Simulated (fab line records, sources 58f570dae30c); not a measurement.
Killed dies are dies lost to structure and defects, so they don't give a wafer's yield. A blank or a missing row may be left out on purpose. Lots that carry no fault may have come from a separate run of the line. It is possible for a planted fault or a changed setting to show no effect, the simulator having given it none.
Check for tools in common | flow berkeley_cmos170 | 15 lots, 45 wafers sampled

## WHY THIS WAS OPENED
3 of 15 lots carry a flag on the reading NWELL_TW at UCB170_NWELL_TW_MEAS_16. Fault-free wafers read 1239, with a standard deviation of 12.
Rule: a lot is flagged in two cases, either no wafer of it has a number, or all its wafers with numbers fall more than 4 standard deviations from that mean. As for the other lots, they are considered sound.

lot  | measured    | on            | NWELL_TW, wafer by wafer | flag
L529 | day 2 07:59 | film_metro-04 | 1261 1256 1257           |
L530 | day 2 11:15 | film_metro-04 | 1261 1260 1260           |
L532 | day 2 22:34 | film_metro-04 | 1253 1256 1261           |
L533 | day 3 04:34 | film_metro-04 | 1556 1554 1557           | FLAGGED
L535 | day 3 19:22 | film_metro-02 | 1240 1237 1228           |
L540 | day 4 20:41 | film_metro-04 | 1249 1249 1249           |
L542 | day 5 07:22 | film_metro-02 | 1542 1539 1539           | FLAGGED
L544 | day 5 10:28 | film_metro-04 | 1556 1561 1561           | FLAGGED
L545 | day 5 19:12 | film_metro-02 | 1227 1229 1232           |
L546 | day 6 00:23 | film_metro-01 | 1221 1223 1223           |
L547 | day 6 04:05 | film_metro-01 | 1230 1230 1222           |
L548 | day 6 09:42 | film_metro-01 | 1227 1223 1224           |
L549 | day 6 09:52 | film_metro-04 | 1245 1252 1251           |
L550 | day 6 12:38 | film_metro-04 | 1245 1250 1247           |
L551 | day 6 23:19 | film_metro-01 | 1222 1224 1223           |
On average the flagged lots' numbers are 1552, which is +313 against the usual, or +26 standard deviations.

## EACH LOT AND THE TOOL IT RAN ON
The record keeps 1 process step preceding the reading, out of 331 steps on the route. Read each cell as the tool, then ch plus the chambers that the sampled wafers visited, then the start.
lot  | flag    | UCB170_NWELL_IMPLANT_14
L529 |         | implanter-01 ch 0, day 2 07:44
L530 |         | implanter-01 ch 0, day 2 11:01
L532 |         | implanter-03 ch 0, day 2 22:19
L533 | FLAGGED | implanter-02 ch 0, day 3 04:02
L535 |         | implanter-01 ch 0, day 3 19:08
L540 |         | implanter-03 ch 0, day 4 20:27
L542 | FLAGGED | implanter-01 ch 0, day 5 06:50
L544 | FLAGGED | implanter-01 ch 0, day 5 09:54
L545 |         | implanter-02 ch 0, day 5 18:59
L546 |         | implanter-01 ch 0, day 6 00:08
L547 |         | implanter-02 ch 0, day 6 03:52
L548 |         | implanter-01 ch 0, day 6 09:29
L549 |         | implanter-02 ch 0, day 6 09:38
L550 |         | implanter-01 ch 0, day 6 12:25
L551 |         | implanter-02 ch 0, day 6 23:04
What is done by these steps:
- UCB170_NWELL_IMPLANT_14
- UCB170_NWELL_TW_MEAS_16

## FLAGGED AGAINST TOTAL, ONE TOOL AT A TIME (gauges that did the reading follow at the end)
step                    | tool          | lots run | flagged | share of the flagged lots | sound lots run after its first flagged lot
UCB170_NWELL_IMPLANT_14 | implanter-01  | 8        | 2       | some                      | 3 (L546,L548,L550)
UCB170_NWELL_IMPLANT_14 | implanter-02  | 5        | 1       | some                      | 4 (L545,L547,L549,L551)
UCB170_NWELL_IMPLANT_14 | implanter-03  | 2        | 0       | none                      | -
UCB170_NWELL_TW_MEAS_16 | film_metro-01 | 4        | 0       | none                      | -
UCB170_NWELL_TW_MEAS_16 | film_metro-02 | 3        | 1       | some                      | 1 (L545)
UCB170_NWELL_TW_MEAS_16 | film_metro-04 | 8        | 2       | some                      | 3 (L540,L549,L550)

## WHAT THE TABLE PERMITS
No row of the table ran every flagged lot.

## WHAT HAD BEEN PUT IN BY THE SIMULATOR
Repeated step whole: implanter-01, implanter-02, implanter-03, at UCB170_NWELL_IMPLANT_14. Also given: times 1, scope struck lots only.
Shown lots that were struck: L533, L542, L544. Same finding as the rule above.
